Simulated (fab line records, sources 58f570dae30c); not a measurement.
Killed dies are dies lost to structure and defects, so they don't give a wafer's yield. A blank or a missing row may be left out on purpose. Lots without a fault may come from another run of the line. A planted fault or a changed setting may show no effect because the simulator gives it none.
Chamber matching | flow berkeley_cmos170 | UCB170_V1_CMP_02 on cmp-01: 4 sister chambers
The step polishes SiO2. 4 wafers are shown with their chamber, then 6 later ones without.

WAFERS WITH THEIR CHAMBER
wafer  | chamber | motor_current_A (A)
L352.2 | 0       | 14.7
L352.6 | 3       | 14.8
L355.2 | 1       | 15.9
L355.3 | 2       | 15.0

WAFERS WITHOUT THEIR CHAMBER
wafer  | motor_current_A (A)
L355.4 | 15.0
L359.6 | 15.6
L363.4 | 16.0
L364.2 | 16.2
L364.4 | 16.2
L364.5 | 14.7

WHICH CHAMBER EACH WENT THROUGH
wafer  | from the rows above          | in truth
L355.4 | can't be placed: 2 or 3 or 0 | 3
L359.6 | can't be placed: 1 or 2      | 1
L363.4 | 1                            | 1
L364.2 | 1                            | 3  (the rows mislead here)
L364.4 | 1                            | 1
L364.5 | can't be placed: 0 or 3 or 2 | 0
Placed correctly: 2 of 6. Can't be placed from these rows: 3 (the true chamber is among the candidates in 3). Placed wrongly: 1.
How it was worked out, from the rows above alone: a wafer's distance from a chamber is the root of the sum, over the readings, of the square of ((its reading less the chamber's mean) divided by the reading's scatter). The wafer belongs to the nearest chamber; if the next one is less than 2 further off, it can't be placed. A chamber's mean is the mean of its shown wafers. The scatter: with one shown wafer a chamber, the root of the mean of the squares of how far each hidden wafer lies from its nearest shown one.
